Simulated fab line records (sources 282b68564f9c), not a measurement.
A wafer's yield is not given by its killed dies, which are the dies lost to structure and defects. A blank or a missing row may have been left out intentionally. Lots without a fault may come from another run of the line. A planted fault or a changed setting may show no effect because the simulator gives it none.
2 desks looking at one fault	flow rit_cmos	only its own numbers are on each desk; what lay behind them is given at the end

## METROLOGY DESK
Lot by lot, what the gauges showed, no matter which tool ran the lot: averages of those sampled wafers that carry a number. The brackets show how far a lot's mean lies from the usual mean; more than 4 standard deviations puts the lot out of limits, marked OUT.
Columns: A = cd_nm at RIT_CONTACT_CD_MEAS_08, usual 999.9 nm; B = CONTACT_OVL at RIT_CONTACT_OVL_MEAS_09, usual -0.3 nm; C = cd_nm at RIT_CONTACT_CD_MEAS_90, usual 999.9 nm; D = M1_AL_RS at RIT_M1_RS_MEAS_01, usual 0.0737 ohm/sq; E = M1_AL_THK at RIT_M1_THK_MEAS_02, usual 403 nm; F = cd_nm at RIT_M1_CD_MEAS_09, usual 2600.0 nm; G = M1_OVL at RIT_M1_OVL_MEAS_10, usual -0.6 nm
lot	first seen here	A	B	C	D	E	F	G
L614	day 3 07:58	1001.1	2.2	1001.2	0.0731	408	2596.3	-0.0
L626	day 5 19:50	998.5	0.9	998.6	0.0734	405	2603.5	-0.0
L629	day 6 12:23	1000.6	0.6	1000.4	0.0727	411	2601.2	-0.1
L633	day 7 08:21	1002.2	-0.2	1002.1	0.0742	400	2600.3	-0.5
L634	day 7 13:25	997.7	-0.6	997.7	0.0742	400	2599.4	0.5
L636	day 7 20:26	1005.6	-1.4	1005.7	0.0741	399	2596.3	-0.0
This desk found nothing out of limits on any of the 6 lots.

## AT THE TOOL OWNER'S DESK: pvd_sputter-01
The tool's own readings at RIT_M1_SPUTTER_00 (material Al, target thk 400 nm, time 500 s): means of the sampled wafers that have a number, for each lot that ran on this tool. The brackets show how far a lot's mean lies from the usual mean; more than 4 standard deviations puts the lot out of limits, marked OUT.
Columns: A = chamber_pressure_pa at RIT_M1_SPUTTER_00, usual 0.4000 Pa; B = throttle_valve_pct at RIT_M1_SPUTTER_00, usual 29.6 %
lot	first seen here	A	B
L626	day 5 21:00	0.4004	29.2
L629	day 6 13:32	0.3914 (-10) OUT	30.0
L633	day 7 09:26	0.3909 (-11) OUT	30.1
This desk's finding: out of limits on L629, L633; first on L629, day 6 13:32 (chamber_pressure_pa at RIT_M1_SPUTTER_00). L626 stayed within limits.

## BROUGHT TOGETHER
At day 6 13:32, on L629, L633, the tool owner's desk was in a position to raise an alarm.
Nothing out of limits was seen by the metrology desk.
The metrology desk has L629, L633 on record, within its limits.
Every lot named ran RIT_M1_SPUTTER_00 on pvd_sputter-01.

## WHAT HAD BEEN PUT IN BY THE SIMULATOR
Drift in process parameters on pvd_sputter-01 at RIT_M1_SPUTTER_00, starting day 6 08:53. Setting chamber_pressure_pa shifted by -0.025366 from 0.4. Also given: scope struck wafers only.
Struck lots among those shown: L629, L633.
Delay in hours, fault start to first out-of-limits reading, by desk: the tool owner's desk at 5.
